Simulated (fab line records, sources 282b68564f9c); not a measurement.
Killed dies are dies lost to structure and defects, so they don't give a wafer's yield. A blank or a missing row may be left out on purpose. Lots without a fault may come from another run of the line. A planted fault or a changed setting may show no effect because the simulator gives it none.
Problem report in the 8D (eight disciplines) form, filled by code | flow rit_cmos | the parts of the form that need people (team, actions taken, sign-off) are left out

1. THE PROBLEM
tube_center_temp_C at RIT_M1_ANNEAL_15 reads a mean of 420.00 C on 9 wafers of 3 lots; wafers without a fault read 450.01 C with a standard deviation of 0.039. That is -99 or more standard deviations from the usual mean.
The step: time 1800 s.
First seen on wafer L703.1, day 7 08:55, on furnace-02. The record holds 21 wafers of 7 lots with a number at this step. Rule for "out", or "out of limits": more than 4 standard deviations from the usual mean. The other wafers with a number count as sound.

2. WHAT IT IS AND WHAT IT IS NOT
question                    | is                                                                                                                                                                   | is not
which readings at this step | tube_center_temp_C, spike_tc_centre_C, spike_tc_load_C, spike_tc_source_C, tube_center_temp_C_max, zone_power_centre_pct, zone_power_load_pct, zone_power_source_pct | -
which lots                  | L703, L704, L705                                                                                                                                                     | L687, L694, L695, L699
which wafers of those lots  | all that have a number                                                                                                                                               | -
read on which tools         | furnace-02                                                                                                                                                           | -
when                        | from day 7 08:55                                                                                                                                                     | up to then (12 sound wafers)

3. SUSPECTS, AND WHAT RULES EACH OUT
Counting: a tool at a process step up to the reading stays a suspect if it ran every lot that is out and no sound lot after the first of them.
- furnace-02 at RIT_M1_ANNEAL_15 (time 1800 s): kept. It ran every lot that is out, first L703 (day 7 08:55), and no sound lot after that; its last sound lot up to then is L699 (day 6 13:47). Its own readings are out on those wafers: spike_tc_centre_C, spike_tc_load_C, spike_tc_source_C, tube_center_temp_C, tube_center_temp_C_max, zone_power_centre_pct, zone_power_load_pct, zone_power_source_pct.
Left after counting: furnace-02 at RIT_M1_ANNEAL_15.

4. THE CAUSE (what the simulator had put in)
Process parameter drift: furnace-02, from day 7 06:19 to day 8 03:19, at RIT_M1_ANNEAL_15. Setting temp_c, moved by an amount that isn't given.
Counting left only this tool.

5. THE CHAIN OF EFFECTS, in route order
Each row: a reading whose mean over the struck wafers that have a number lies more than 3 standard deviations from the usual. Only readings for which the record gives a usual standard deviation are gone through. hours: the time from each lot's start at the first step in this table that gives one to its start at this step, as a median over the lots. sigmas: the change in usual standard deviations.
hours | step             | reading                | usual    | on struck wafers | change | sigmas
0     | RIT_M1_ANNEAL_15 | spike_tc_centre_C      | 452.1 C  | 421.9            | -30.2  | -30
0     | RIT_M1_ANNEAL_15 | spike_tc_load_C        | 467.4 C  | 436.4            | -31.0  | -31
0     | RIT_M1_ANNEAL_15 | spike_tc_source_C      | 465.9 C  | 435.3            | -30.6  | -31
0     | RIT_M1_ANNEAL_15 | tube_center_temp_C     | 450.01 C | 420.00           | -30.01 | -99 or more
0     | RIT_M1_ANNEAL_15 | tube_center_temp_C_max | 451.17   | 421.15           | -30.02 | -99 or more
0     | RIT_M1_ANNEAL_15 | zone_power_centre_pct  | 20.92 %  | 19.41            | -1.51  | -7.9
0     | RIT_M1_ANNEAL_15 | zone_power_load_pct    | 6.20 %   | 5.47             | -0.73  | -13
0     | RIT_M1_ANNEAL_15 | zone_power_source_pct  | 6.14 %   | 5.44             | -0.70  | -12
The process steps in it:
- RIT_M1_ANNEAL_15: time 1800 s.
Later measuring or inspecting steps at which every struck wafer that the step has a row for has a number for every such reading, and none has moved that far: RIT_M1_BOW_MEAS_16.

6. WHAT WOULD HAVE CAUGHT IT SOONER
In this record the first reading out of limits was taken at day 7 08:55, 3 hours after the fault began at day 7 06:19.
